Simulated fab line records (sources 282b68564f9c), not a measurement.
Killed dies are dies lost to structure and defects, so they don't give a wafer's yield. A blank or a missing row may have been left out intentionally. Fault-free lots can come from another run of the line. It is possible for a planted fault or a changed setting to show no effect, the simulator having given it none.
fab line records	flow rit_cmos
record: lots: 14	wafers: 42	last_day: 7
route steps=202 shown ACTIVE@12 NWELL@37 PSD@151 M1@197
lots that met no fault: from a run of the same line without faults
start_h: the number of hours between the record's first day and the start of the first shown wafer of the lot	wait_h: hours from the lot's prior step to this one	" same as the row above	L1.1+2: one row covering several wafers at once	- no value, or no start was given	* or withheld: withheld	< > ~ a bound
route shown NAME@n: names a module that has steps shown in the file, with the first one's number in the route	usual: mean/standard deviation of fault-free wafers	same: alike in all rows	chamber/n: place in a boat	sites: per-site readings	_std_site: their standard deviation	_edge_site: outer sites' mean less inner sites'	radius_mm: how far each site lies from the wafer's centre	mask NAME#n: copy n	behind: the most recent tool/chamber to have shaped the wafer	hold: why the lot went on hold/how many hours it stayed there/how the hold came to an end	device: the n, p or np transistor that did not switch	end of line: tests run on the same wafers once the route is complete	a step without rows: its recipe alone	killed: not the wafer's yield, but the dies lost to structure and defects at the first sort	map: shows each die of a wafer: x if killed, . if not, _ if none is there
set.NAME: the setting that was run; set.NAME@STEP: the one run at that earlier step	model.NAME: the simulator's own value behind a step, which no gauge read
a sample of lots followed through the steps of the route, with each step as a table and each wafer as a row
services: when a tool's chamber went out of use (start_h, in hours from the record's first day, below 0 if earlier), for how many hours, and the reason
== steps ==
step: RIT_ACTIVE_CD_MEAS_11
recipe: target_cd_nm: 1400
usual: cd_nm: 1399.9/2.3
lot.wafer	tool	chamber	start_h	wait_h	cd_nm
L744.1	cd_sem-02	-	19.80	-	1404.5
L744.2	"	-	"	"	1402.6
L744.6	"	-	"	"	1401.3
L745.1	cd_sem-02	-	25.41	-	1401.4
L745.2	"	-	"	"	1402.7
L745.3	"	-	"	"	1399.3
L746.1	cd_sem-02	-	29.59	-	1402.1
L746.4	"	-	"	"	1402.7
L746.5	"	-	"	"	1401.8
L747.2	cd_sem-02	-	34.85	-	1402.5
L747.4	"	-	"	"	1400.3
L747.6	"	-	"	"	1399.4
L748.2	cd_sem-02	-	39.69	-	1397.6
L748.3	"	-	"	"	1398.4
L748.4	"	-	"	"	1400.1
L755.2	cd_sem-01	-	74.58	-	1396.1
L755.3	"	-	"	"	1395.5
L755.5	"	-	"	"	1396.6
L756.2	cd_sem-01	-	81.23	-	1397.4
L756.3	"	-	"	"	1397.6
L756.5	"	-	"	"	1395.7
L757.1	cd_sem-01	-	84.44	-	1397.4
L757.2	"	-	"	"	1397.7
L757.3	"	-	"	"	1399.0
L758.1	cd_sem-02	-	90.90	-	1399.2
L758.5	"	-	"	"	1398.9
L758.6	"	-	"	"	1397.9
L759.2	cd_sem-01	-	95.04	-	1398.7
L759.4	"	-	"	"	1397.5
L759.6	"	-	"	"	1400.9
L760.2	cd_sem-01	-	99.68	-	1400.0
L760.4	"	-	"	"	1399.2
L760.6	"	-	"	"	1400.0
L763.2	cd_sem-02	-	116.14	-	1398.8
L763.4	"	-	"	"	1396.4
L763.6	"	-	"	"	1397.8
L764.1	cd_sem-01	-	119.47	-	1400.7
L764.5	"	-	"	"	1398.9
L764.6	"	-	"	"	1400.8
L766.2	cd_sem-02	-	131.16	-	1402.4
L766.4	"	-	"	"	1401.7
L766.5	"	-	"	"	1402.0
step: RIT_NWELL_STRIP_09
recipe: chemistry: O2	time_s: 180	resist: NOVOLAK	platen_temp_c: withheld	power_w: 500	pressure_mtorr: 4000	o2_flow_sccm: 4000
usual: chamber_pressure_mTorr: 4000/3	drypump_motor_current_A: 5.7/0.54
lot.wafer	tool	chamber	start_h	wait_h	chamber_pressure_mTorr	drypump_motor_current_A	rf_hours_counter_h
L744.1	plasma_asher-03	1	27.94	0.1	4003	4.9	20
L744.2	"	0	"	"	4000	6.4	20
L744.6	"	0	"	"	4000	6.4	-
L745.1	plasma_asher-01	1	31.96	0.1	3997	6.5	41
L745.2	"	0	"	"	4003	5.2	41
L745.3	"	1	"	"	4004	6.5	-
L746.1	plasma_asher-02	0	37.30	0.1	3997	5.7	38
L746.4	"	0	"	"	3997	5.7	-
L746.5	"	0	"	"	4003	5.7	-
L747.2	plasma_asher-02	1	42.91	0.1	4004	5.8	38
L747.4	"	1	"	"	4008	5.7	-
L747.6	"	1	"	"	3996	5.7	-
L748.2	plasma_asher-03	0	49.43	0.1	3998	6.4	22
L748.3	"	1	"	"	4002	4.9	-
L748.4	"	0	"	"	4000	6.4	-
L755.2	plasma_asher-03	0	84.52	0.1	3998	6.4	26
L755.3	"	1	"	"	4001	4.8	-
L755.5	"	1	"	"	4000	4.9	-
L756.2	plasma_asher-02	1	88.29	0.1	4002	5.8	43
L756.3	"	1	"	"	3999	5.8	-
L756.5	"	0	"	"	4002	5.7	-
L757.1	plasma_asher-01	1	91.75	0.1	4003	6.5	47
L757.2	"	0	"	"	4003	5.2	47
L757.3	"	1	"	"	3999	6.5	-
L758.1	plasma_asher-02	0	98.90	0.1	4002	5.7	45
L758.5	"	1	"	"	3999	5.8	-
L758.6	"	0	"	"	4003	5.7	-
L759.2	plasma_asher-02	0	103.30	0.1	4000	5.7	45
L759.4	"	0	"	"	4002	5.7	-
L759.6	"	1	"	"	3995	5.8	-
L760.2	plasma_asher-01	1	107.02	0.1	3997	6.5	48
L760.4	"	1	"	"	4000	6.5	-
L760.6	"	1	"	"	4003	6.5	-
L763.2	plasma_asher-02	1	122.52	0.1	3999	5.8	1
L763.4	"	1	"	"	3995	5.8	-
L763.6	"	0	"	"	4002	5.7	-
L764.1	plasma_asher-02	0	128.34	0.1	4000	5.6	1
L764.5	"	1	"	"	4000	5.8	-
L764.6	"	0	"	"	4001	5.7	-
L766.2	plasma_asher-02	0	139.08	0.1	3994	5.7	3
L766.4	"	0	"	"	3999	5.7	-
L766.5	"	1	"	"	4000	5.8	-
step: RIT_PSD_STRIP_09
recipe: chemistry: O2	time_s: 180	resist: NOVOLAK	platen_temp_c: withheld	power_w: 500	pressure_mtorr: 4000	o2_flow_sccm: 4000
usual: chamber_pressure_mTorr: 4000/3.9	drypump_motor_current_A: 5.8/0.57
lot.wafer	tool	chamber	start_h	wait_h	chamber_pressure_mTorr	drypump_motor_current_A	rf_hours_counter_h
L744.1	plasma_asher-01	1	59.03	0.1	3994	6.5	43
L744.2	"	0	"	"	4004	5.2	43
L744.6	"	1	"	"	4003	6.5	-
L745.1	plasma_asher-03	1	61.63	0.1	4003	4.9	24
L745.2	"	0	"	"	3995	6.4	24
L745.3	"	1	"	"	3991	4.9	-
L746.1	plasma_asher-01	1	65.02	0.1	3993	6.5	44
L746.4	"	1	"	"	4001	6.5	-
L746.5	"	1	"	"	4006	6.5	-
L747.2	plasma_asher-01	1	73.03	0.1	3998	6.5	45
L747.4	"	0	"	"	4003	5.2	-
L747.6	"	0	"	"	3997	5.2	-
L748.2	plasma_asher-03	0	79.38	0.1	4001	6.4	26
L748.3	"	0	"	"	3995	6.4	-
L748.4	"	1	"	"	4004	4.8	-
L755.2	plasma_asher-01	1	115.85	0.1	4001	6.5	50
L755.3	"	0	"	"	4004	5.2	-
L755.5	"	1	"	"	3997	6.5	-
L756.2	plasma_asher-01	1	118.48	0.1	4002	6.5	51
L756.3	"	1	"	"	4001	6.5	-
L756.5	"	0	"	"	3996	5.2	-
L757.1	plasma_asher-01	1	120.19	0.1	4005	6.5	51
L757.2	"	0	"	"	3998	5.2	51
L757.3	"	0	"	"	4003	5.2	-
L758.1	plasma_asher-01	1	130.82	0.1	4009	6.5	52
L758.5	"	0	"	"	4001	5.2	-
L758.6	"	1	"	"	3998	6.5	-
L759.2	plasma_asher-02	1	136.14	0.1	4007	5.7	2
L759.4	"	1	"	"	4002	5.8	-
L759.6	"	1	"	"	4002	5.8	-
L760.2	plasma_asher-02	1	140.16	0.1	4008	5.8	3
L760.4	"	1	"	"	4002	5.8	-
L760.6	"	0	"	"	3999	5.7	-
L763.2	plasma_asher-02	1	155.06	0.1	4007	5.8	5
L763.4	"	1	"	"	4001	5.8	-
L763.6	"	1	"	"	4001	5.8	-
L764.1	plasma_asher-01	1	160.02	0.1	4001	6.5	55
L764.5	"	0	"	"	4002	5.2	-
L764.6	"	1	"	"	3994	6.5	-
L766.2	plasma_asher-02	0	168.22	0.1	3997	5.7	6
L766.4	"	0	"	"	4005	5.7	-
L766.5	"	1	"	"	4003	5.8	-
step: RIT_M1_STRIP_13
recipe: chemistry: nmp	resist: NOVOLAK	temp_c: 80	time_s: 600	dry: n2_spin
usual: bath_guard_temp_C: 80.0/0.33	bath_heat_duty_pct: 17.2/1.6
lot.wafer	tool	chamber	start_h	wait_h	bath_guard_temp_C	bath_heat_duty_pct
L744.1	wet_bench-04	2	65.15	0.3	79.8	16.9
L744.2	"	2	"	"	80.0	17.9
L744.6	"	2	"	"	79.9	16.3
L745.1	wet_bench-04	1	67.52	0.1	80.3	18.7
L745.2	"	1	"	"	80.7	18.4
L745.3	"	1	"	"	80.2	17.7
L746.1	wet_bench-04	1	71.30	0.1	80.5	19.9
L746.4	"	1	"	"	80.8	18.0
L746.5	"	1	"	"	80.3	19.2
L747.2	wet_bench-03	0	78.93	0.1	-	-
L747.4	"	0	"	"	-	-
L747.6	"	0	"	"	-	-
L748.2	wet_bench-04	3	85.47	0.1	-	-
L748.3	"	3	"	"	-	-
L748.4	"	3	"	"	-	-
L755.2	wet_bench-03	2	121.95	0.1	79.7	18.0
L755.3	"	2	"	"	79.9	17.0
L755.5	"	2	"	"	79.6	18.2
L756.2	wet_bench-04	2	124.43	0.1	80.1	17.3
L756.3	"	2	"	"	79.8	17.4
L756.5	"	2	"	"	80.1	16.9
L757.1	wet_bench-02	3	126.31	0.1	79.7	16.6
L757.2	"	3	"	"	79.8	16.8
L757.3	"	3	"	"	79.8	17.0
L758.1	wet_bench-02	0	136.92	0.1	79.5	16.5
L758.5	"	0	"	"	79.6	15.7
L758.6	"	0	"	"	79.5	16.2
L759.2	wet_bench-04	1	142.23	0.1	80.6	18.5
L759.4	"	1	"	"	80.4	17.9
L759.6	"	1	"	"	80.2	18.4
L760.2	wet_bench-03	0	146.08	0.1	80.1	17.2
L760.4	"	0	"	"	80.1	18.0
L760.6	"	0	"	"	80.4	16.5
L763.2	wet_bench-03	1	160.96	0.1	79.9	14.2
L763.4	"	1	"	"	79.7	14.0
L763.6	"	1	"	"	79.9	13.6
L764.1	wet_bench-03	2	166.11	0.1	80.0	17.6
L764.5	"	2	"	"	80.0	19.0
L764.6	"	2	"	"	79.7	17.1
L766.2	wet_bench-02	2	174.59	0.1	80.0	17.6
L766.4	"	2	"	"	80.2	17.8
L766.5	"	2	"	"	80.0	17.9
step: RIT_M1_PROBE_99
usual: defect_limited_yield: 97.4/1.2	killed_at_contacts: 0.0/0.22	killed_at_front_end: 7/3.3	killed_dies: 7/3.3	killed_on_rim: 1.9/1.4	killed_open: 3.3/1.9	killed_short: 3.6/2.1	sort_bin_3_pad_short: 0.1/0.23	sort_bin_5_function: 1.5/0.92	sort_bin_6_memory: 1.0/0.64	sort_n_pass: 257/3.3	sort_yield_pct: 97.4/1.2
same: gross_dies: 264	killed_at_M0_to_M3: 0	killed_at_M4_up: 0	killed_at_back_side: 0	killed_at_other: 0
lot.wafer	tool	chamber	start_h	wait_h	defect_limited_yield[%]	killed_at_contacts	killed_at_front_end	killed_dies	killed_on_rim	killed_open	killed_short	sort_bin_3_pad_short[%]	sort_bin_5_function[%]	sort_bin_6_memory[%]	sort_n_pass	sort_yield_pct[%]
L744.1	prober-02	-	67.24	0.1	97.0	0	8	8	4	4	4	0	2.3	0.8	256	97.0
L744.2	prober-02	-	67.29	0.1	97.0	0	8	8	0	3	3	0	1.9	1.1	256	97.0
L744.6	prober-02	-	67.49	0.2	98.9	0	3	3	1	2	1	0	0.8	0.4	261	98.9
L745.1	prober-01	-	69.61	0.1	98.1	0	5	5	1	3	2	0	1.5	0.4	259	98.1
L745.2	prober-01	-	69.66	0.1	99.6	0	1	1	0	1	0	0	0.4	0	263	99.6
L745.3	prober-01	-	69.71	0.2	97.7	0	6	6	3	4	2	0	1.5	0.8	258	97.7
L746.1	prober-02	-	73.39	0.1	97.7	0	6	6	1	2	4	0	1.1	1.1	258	97.7
L746.4	prober-02	-	73.54	0.2	98.5	0	4	4	2	3	1	0	1.1	0.4	260	98.5
L746.5	prober-02	-	73.59	0.2	95.1	0	13	13	4	5	8	0.4	3.0	1.5	251	95.1
L747.2	prober-01	-	81.09	0.1	97.3	0	7	7	0	2	5	0.4	2.3	0	257	97.3
L747.4	prober-01	-	81.19	0.2	99.6	0	1	1	0	0	1	0	0	0.4	263	99.6
L747.6	prober-01	-	81.29	0.2	96.6	1	8	9	3	3	6	0	1.9	1.5	255	96.6
L748.2	prober-02	-	87.61	0.1	97.3	0	7	7	2	3	4	0.4	1.9	0.4	257	97.3
L748.3	prober-02	-	87.66	0.2	97.7	0	6	6	1	3	3	0	0.8	1.5	258	97.7
L748.4	prober-02	-	87.71	0.2	97.7	0	6	6	1	3	3	0.4	1.5	0.4	258	97.7
L755.2	prober-01	-	124.09	0.1	95.5	0	12	12	3	6	6	0.4	2.3	1.9	252	95.5
L755.3	prober-01	-	124.14	0.2	98.5	0	4	4	1	2	2	0	1.1	0.4	260	98.5
L755.5	prober-01	-	124.24	0.2	98.5	0	4	4	2	2	2	0	1.1	0.4	260	98.5
L756.2	prober-02	-	126.57	0.1	97.7	0	6	6	1	2	4	0	1.5	0.8	258	97.7
L756.3	prober-02	-	126.62	0.2	95.8	2	9	11	3	4	7	0.4	3.0	0.8	253	95.8
L756.5	prober-02	-	126.72	0.2	96.2	0	10	10	2	4	6	0	3.0	0.8	254	96.2
L757.1	prober-01	-	128.40	0.1	97.0	0	8	8	2	4	4	0	1.1	1.9	256	97.0
L757.2	prober-01	-	128.45	0.1	97.7	0	6	6	0	2	4	0	1.5	0.8	258	97.7
L757.3	prober-01	-	128.50	0.2	97.3	0	7	7	2	2	5	0	1.1	1.5	257	97.3
L758.1	prober-02	-	139.01	0.1	97.3	0	7	7	3	3	4	0	2.3	0.4	257	97.3
L758.5	prober-02	-	139.21	0.2	97.3	0	7	7	1	1	6	0.8	1.1	0.8	257	97.3
L758.6	prober-02	-	139.26	0.2	96.6	0	9	9	2	2	7	0.4	0.4	2.7	255	96.6
L759.2	prober-01	-	144.40	0.1	96.6	0	9	9	0	4	5	0	1.1	2.3	255	96.6
L759.4	prober-01	-	144.50	0.2	97.7	0	6	6	1	5	1	0	1.5	0.8	258	97.7
L759.6	prober-01	-	144.60	0.2	97.7	0	6	6	2	3	3	0.4	0.8	1.1	258	97.7
L760.2	prober-02	-	148.22	0.1	97.7	0	6	6	1	1	5	0	1.5	0.8	258	97.7
L760.4	prober-02	-	148.32	0.2	100.0	0	0	0	0	0	0	0	0	0	264	100.0
L760.6	prober-02	-	148.42	0.2	99.6	0	1	1	0	1	0	0	0.4	0	263	99.6
L763.2	prober-01	-	163.13	0.1	95.1	0	13	13	3	5	8	1.1	2.7	1.1	251	95.1
L763.4	prober-01	-	163.23	0.2	97.0	0	8	8	2	3	5	0	1.9	1.1	256	97.0
L763.6	prober-01	-	163.33	0.2	96.6	0	9	9	5	3	6	0	2.3	1.1	255	96.6
L764.1	prober-02	-	168.22	0.1	97.7	0	6	6	3	4	2	0	1.1	1.1	258	97.7
L764.5	prober-02	-	168.42	0.2	96.6	0	9	9	2	6	3	0	1.5	1.9	255	96.6
L764.6	prober-02	-	168.47	0.2	95.8	0	11	11	1	2	9	0.8	2.7	0.8	253	95.8
L766.2	prober-02	-	176.73	0.1	97.7	0	6	6	2	4	2	0	2.3	0	258	97.7
L766.4	prober-02	-	176.83	0.2	97.7	0	6	6	0	3	3	0	1.1	1.1	258	97.7
L766.5	prober-02	-	176.88	0.2	97.3	0	7	7	0	2	5	0.8	1.1	0.8	257	97.3
killed by level:class
L744.1 GATE:geometric_particle:short=3 GATE:geometric_particle:open=2 FOX1:geometric_particle:open=1 REOX:geometric_particle:short=1 SILICIDE:geometric_particle:open=1
L744.2 FOX1:geometric_particle:short=2 GATE:geometric_particle:open=2 PSD:coat_microbubble_printed=2 FOX1:geometric_particle:open=1 GATE:geometric_particle:short=1
L744.6 GATE:geometric_particle:short=1 GATE:geometric_particle:open=1 SILICIDE:geometric_particle:open=1
L745.1 FOX1:geometric_particle:open=1 FOX2:geometric_particle:short=1 GATE:geometric_particle:short=1 REOX:geometric_particle:open=1 SILICIDE:geometric_particle:open=1
L745.2 GATE:geometric_particle:open=1
L745.3 GATE:geometric_particle:open=3 FOX2:geometric_particle:open=1 FOX2:geometric_particle:short=1 GATE:geometric_particle:short=1
L746.1 SPACER:geometric_particle:short=2 FOX2:geometric_particle:short=1 GATE:geometric_particle:open=1 GATE:geometric_particle:short=1 SILICIDE:geometric_particle:open=1
L746.4 GATE:geometric_particle:open=1 GATE:geometric_particle:short=1 SPACER:geometric_particle:open=1 SILICIDE:geometric_particle:open=1
L746.5 GATE:geometric_particle:short=3 SILICIDE:geometric_particle:short=3 GATE:geometric_particle:open=2 FOX1:geometric_particle:open=1 FOX1:geometric_particle:short=1 SPACER:geometric_particle:short=1 SPACER:geometric_particle:open=1 SILICIDE:geometric_particle:open=1
L747.2 GATE:geometric_particle:short=2 SPACER:geometric_particle:short=2 SPACER:geometric_particle:open=2 FOX1:geometric_particle:short=1
L747.4 GATE:geometric_particle:short=1
L747.6 GATE:geometric_particle:short=2 FOX1:geometric_particle:short=1 FOX1:geometric_particle:open=1 FOX2:geometric_particle:open=1 REOX:geometric_particle:open=1 SPACER:geometric_particle:short=1 SILICIDE:geometric_particle:short=1 CONTACT:geometric_particle:short=1
L748.2 FOX1:geometric_particle:short=1 FOX1:geometric_particle:open=1 GATE:geometric_particle:open=1 REOX:geometric_particle:short=1 SPACER:geometric_particle:open=1 SPACER:geometric_particle:short=1 SILICIDE:geometric_particle:short=1
L748.3 GATE:geometric_particle:short=2 GATE:geometric_particle:open=1 REOX:geometric_particle:open=1 SPACER:geometric_particle:open=1 SPACER:geometric_particle:short=1
L748.4 REOX:geometric_particle:open=3 GATE:geometric_particle:short=1 REOX:geometric_particle:short=1 SPACER:geometric_particle:short=1
L755.2 GATE:geometric_particle:short=3 GATE:geometric_particle:open=3 SPACER:geometric_particle:open=2 SPACER:geometric_particle:short=2 REOX:geometric_particle:short=1 REOX:geometric_particle:open=1
L755.3 FOX1:geometric_particle:open=1 GATE:geometric_particle:short=1 SILICIDE:geometric_particle:short=1 SILICIDE:geometric_particle:open=1
L755.5 FOX1:geometric_particle:open=2 FOX1:geometric_particle:short=1 SILICIDE:geometric_particle:short=1
L756.2 GATE:geometric_particle:open=2 REOX:geometric_particle:short=2 FOX1:geometric_particle:short=1 GATE:geometric_particle:short=1
L756.3 FOX1:geometric_particle:short=2 CONTACT:geometric_particle:short=2 FOX1:geometric_particle:open=1 FOX2:geometric_particle:open=1 GATE:geometric_particle:open=1 GATE:geometric_particle:short=1 REOX:geometric_particle:short=1 SPACER:geometric_particle:open=1
L756.5 SILICIDE:geometric_particle:short=3 GATE:geometric_particle:short=2 SILICIDE:geometric_particle:open=2 GATE:geometric_particle:open=1 REOX:geometric_particle:open=1 SPACER:geometric_particle:short=1
L757.1 FOX1:geometric_particle:short=1 FOX1:geometric_particle:open=1 FOX2:geometric_particle:short=1 GATE:geometric_particle:open=1 REOX:geometric_particle:open=1 SPACER:geometric_particle:open=1 SPACER:geometric_particle:short=1 SILICIDE:geometric_particle:short=1
L757.2 SPACER:geometric_particle:short=3 GATE:geometric_particle:open=1 REOX:geometric_particle:short=1 SPACER:geometric_particle:open=1
L757.3 FOX1:geometric_particle:short=2 FOX2:geometric_particle:short=1 GATE:geometric_particle:open=1 GATE:geometric_particle:short=1 SILICIDE:geometric_particle:open=1 SILICIDE:geometric_particle:short=1
L758.1 GATE:geometric_particle:open=2 SILICIDE:geometric_particle:short=2 FOX1:geometric_particle:short=1 FOX1:geometric_particle:open=1 GATE:geometric_particle:short=1
L758.5 GATE:geometric_particle:short=2 FOX1:geometric_particle:short=1 FOX2:geometric_particle:short=1 GATE:geometric_particle:open=1 SPACER:geometric_particle:short=1 SILICIDE:geometric_particle:short=1
L758.6 FOX1:geometric_particle:short=4 GATE:geometric_particle:short=2 SPACER:geometric_particle:open=2 SPACER:geometric_particle:short=1
L759.2 GATE:geometric_particle:short=3 FOX1:geometric_particle:open=2 GATE:geometric_particle:open=2 REOX:geometric_particle:short=2
L759.4 GATE:geometric_particle:open=2 SPACER:geometric_particle:open=2 GATE:geometric_particle:short=1 SILICIDE:geometric_particle:open=1
L759.6 SPACER:geometric_particle:open=2 FOX1:geometric_particle:short=1 FOX2:geometric_particle:open=1 GATE:geometric_particle:short=1 SILICIDE:geometric_particle:short=1
L760.2 FOX1:geometric_particle:short=3 GATE:geometric_particle:short=1 REOX:geometric_particle:open=1 SPACER:geometric_particle:short=1
L760.6 GATE:geometric_particle:open=1
L763.2 FOX1:geometric_particle:open=3 FOX1:geometric_particle:short=3 GATE:geometric_particle:short=2 FOX2:geometric_particle:short=1 REOX:geometric_particle:open=1 SPACER:geometric_particle:short=1 SILICIDE:geometric_particle:open=1 SILICIDE:geometric_particle:short=1
L763.4 FOX1:geometric_particle:short=2 GATE:geometric_particle:short=2 REOX:geometric_particle:open=2 FOX1:geometric_particle:open=1 REOX:geometric_particle:short=1
L763.6 GATE:geometric_particle:short=4 FOX1:geometric_particle:open=2 FOX1:geometric_particle:short=1 GATE:geometric_particle:open=1 REOX:geometric_particle:short=1
L764.1 GATE:geometric_particle:open=4 FOX1:geometric_particle:short=1 GATE:geometric_particle:short=1
L764.5 GATE:geometric_particle:short=3 GATE:geometric_particle:open=2 FOX2:geometric_particle:open=1 REOX:geometric_particle:open=1 SPACER:geometric_particle:open=1 SILICIDE:geometric_particle:open=1
L764.6 GATE:geometric_particle:short=4 REOX:geometric_particle:short=3 SILICIDE:geometric_particle:short=2 GATE:geometric_particle:open=1 REOX:geometric_particle:open=1
L766.2 FOX1:geometric_particle:open=1 GATE:geometric_particle:short=1 GATE:geometric_particle:open=1 SPACER:geometric_particle:short=1 SPACER:geometric_particle:open=1 SILICIDE:geometric_particle:open=1
L766.4 GATE:geometric_particle:short=3 REOX:geometric_particle:open=2 FOX1:geometric_particle:open=1
L766.5 SPACER:geometric_particle:short=2 FOX2:geometric_particle:short=1 FOX2:geometric_particle:open=1 GATE:geometric_particle:short=1 REOX:geometric_particle:short=1 SPACER:geometric_particle:open=1
== services ==
tool	chamber	start_h	hours	kind
plasma_asher-03	-	41.25	0.8	repair
wet_bench-03	-	79.36	2.7	repair
plasma_asher-03	-	99.91	28.1	pm
plasma_asher-02	-	108.75	9.0	pm
plasma_asher-02	0	108.75	9.0	vent_cycle
plasma_asher-02	1	108.75	9.0	vent_cycle
wet_bench-03	-	111.24	2.2	repair
plasma_asher-02	0	117.75	-	clean
plasma_asher-02	1	117.75	-	clean
plasma_asher-01	-	129.07	1.5	repair
plasma_asher-03	-	136.23	5.4	repair
== key ==
first_sign: step: RIT_M1_STRIP_13	reading: tool_record	direction: missing
effect none on later readings
met_at RIT_M1_STRIP_13
struck_lots L747,L748
not_acting_at RIT_ACTIVE_CD_MEAS_11,RIT_NWELL_STRIP_09,RIT_PSD_STRIP_09
onset_between 71.30 78.93
fault: kind: skipped_step_whole	tool: wet_bench-03,wet_bench-04	chamber: -	onset_h: 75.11	steps: RIT_M1_STRIP_13	scope: struck_lots_only
